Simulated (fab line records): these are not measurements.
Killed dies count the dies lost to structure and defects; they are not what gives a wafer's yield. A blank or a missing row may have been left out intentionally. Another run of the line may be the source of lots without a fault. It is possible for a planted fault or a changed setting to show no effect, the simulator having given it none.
Comparing a struck lot with a sound one / flow rit-cmos / 20 out of 202 route steps
Sound: wafers L546.1, L546.3, L546.4. The struck wafers were L559.1, L559.2, L559.4. The cause comes at the end.
For every step that has rows: the tool of each side, followed by ch and its chambers, followed by its first start. Under that, the readings that differ: sound wafers / struck wafers / difference of the means / sigmas: that difference in standard deviations of wafers without a fault.
alike: readings whose means differ by less than 2 such deviations, and words and numbers that are the same on both sides. not compared: withheld readings, readings that some wafer has no value for, bounds like >300 that may hide the same value, and numbers for which the record gives no deviation and whose values overlap.
Wherever a step has rows on one side only, a row that says differs or no value, or a row with sigmas, the two part there. Numbers that don't overlap but have no deviation are shown without sigmas and don't part them. Lack of a reading on every wafer of one side parts them only where that side has two or more wafers.

RIT_CONTACT_CD_MEAS_08 targets a cd of 1000 nm.
  sound on cd-sem-01, day 3 15:58; struck on cd-sem-02, day 6 02:32
  alike: cd-nm
RIT_CONTACT_OVL_MEAS_09:
  sound on overlay-01, day 3 16:05; struck on overlay-01, day 6 02:40
  alike: CONTACT_OVL
then, 1 step without rows for these wafers: RIT_CONTACT_HARDBAKE_10 (time 60 s).
RIT_CONTACT_ETCH_11: etches SiO2 in CHF3/CF4/Ar, stops on TiSi2, target depth 480 nm, time 326.9 s.
  sound on rie-diel-04 ch 0,2,3, day 3 16:16; struck on rie-diel-04 ch 0,3, day 6 02:51
  alike: cf4-flow-sccm, drypump-motor-current-A, oes-product-au, throttle-valve-pct
  not compared: rf-hours-counter-h
RIT_CONTACT_STRIP_12: strips in O2, time 180 s.
  sound on plasma-asher-02 ch 0,1, day 3 16:28; struck on plasma-asher-02 ch 0,1, day 6 03:02
  alike: drypump-motor-current-A, rf-refl-power-W
  not compared: rf-hours-counter-h
RIT_CONTACT_CD_MEAS_90 targets a cd of 1000 nm.
  sound on cd-sem-02, day 3 16:38; struck on cd-sem-02, day 6 03:13
  alike: cd-nm
then, 2 steps without rows for these wafers: RIT_CONTACT_CLEAN_13 (cleans in SC1, time 600 s); RIT_CONTACT_CLEAN_14 (cleans in SC2, time 600 s).
RIT_M1_SPUTTER_00: material Al, target thk 400 nm, time 500 s.
  sound on pvd-sputter-04, day 3 17:14; struck on pvd-sputter-04, day 6 03:41
  alike: cathode-dc-power-W, throttle-valve-pct
RIT_M1_RS_MEAS_01: the measuring method here is four-point-probe.
  sound on film-metro-01, day 3 17:32; struck on film-metro-01, day 6 03:59
  alike: M1_AL_RS
RIT_M1_THK_MEAS_02: measures by xrf.
  sound on film-metro-01, day 3 17:39; struck on film-metro-01, day 6 04:06
  alike: M1_AL_THK
then, 1 step without rows for these wafers: RIT_M1_HMDS_03 (prime time 60 s).
RIT_M1_COAT_04: resist thk 1300 nm.
  sound on litho-track-03 ch 0, day 3 17:52; struck on litho-track-01, day 6 04:19
  no value came back on the struck wafers for chill-plate-temp-C (C), dispense-pressure-kPa (kPa), exhaust-pa (Pa); on the sound wafers chill-plate-temp-C (C) reads 22.93 22.92 22.94
then, 4 steps without rows for these wafers: RIT_M1_SOFTBAKE_05 (time 60 s); RIT_M1_EXPOSE_06 (exposes mask M12, target cd 2600 nm); RIT_M1_PEB_07; RIT_M1_DEVELOP_08 (develop time 65.48 s).
RIT_M1_CD_MEAS_09 targets a cd of 2600 nm.
  sound on cd-sem-01, day 3 18:35; struck on cd-sem-01, day 6 05:10
reading=cd-nm (nm); sound=2598.9 2600.0 2599.4; struck=- - -; difference=no value on the struck wafers; sigmas=
RIT_M1_OVL_MEAS_10:
  sound on overlay-02, day 3 18:43; struck on overlay-01, day 6 05:17
reading=M1_OVL (nm); sound=-0.5 -0.7 1.2; struck=- - -; difference=no value on the struck wafers; sigmas=
RIT_M1_PROBE_99:
  sound on prober-02, day 3 21:15; struck on prober-01, day 6 07:50
reading=killed_at_M0_to_M3; sound=0 0 0; struck=260 257 257; difference=+258; sigmas=+99 or more
reading=killed-dies; sound=5 8 2; struck=264 264 264; difference=+259; sigmas=+84
reading=killed-on-rim; sound=3 2 0; struck=70 70 70; difference=+68; sigmas=+49
  alike: killed-at-front-end, killed-open, killed-short

== WHERE THEY PART ==
Earliest at RIT_M1_COAT_04; latest, in this record, at RIT_M1_PROBE_99.

WHY: the cause the simulator had injected
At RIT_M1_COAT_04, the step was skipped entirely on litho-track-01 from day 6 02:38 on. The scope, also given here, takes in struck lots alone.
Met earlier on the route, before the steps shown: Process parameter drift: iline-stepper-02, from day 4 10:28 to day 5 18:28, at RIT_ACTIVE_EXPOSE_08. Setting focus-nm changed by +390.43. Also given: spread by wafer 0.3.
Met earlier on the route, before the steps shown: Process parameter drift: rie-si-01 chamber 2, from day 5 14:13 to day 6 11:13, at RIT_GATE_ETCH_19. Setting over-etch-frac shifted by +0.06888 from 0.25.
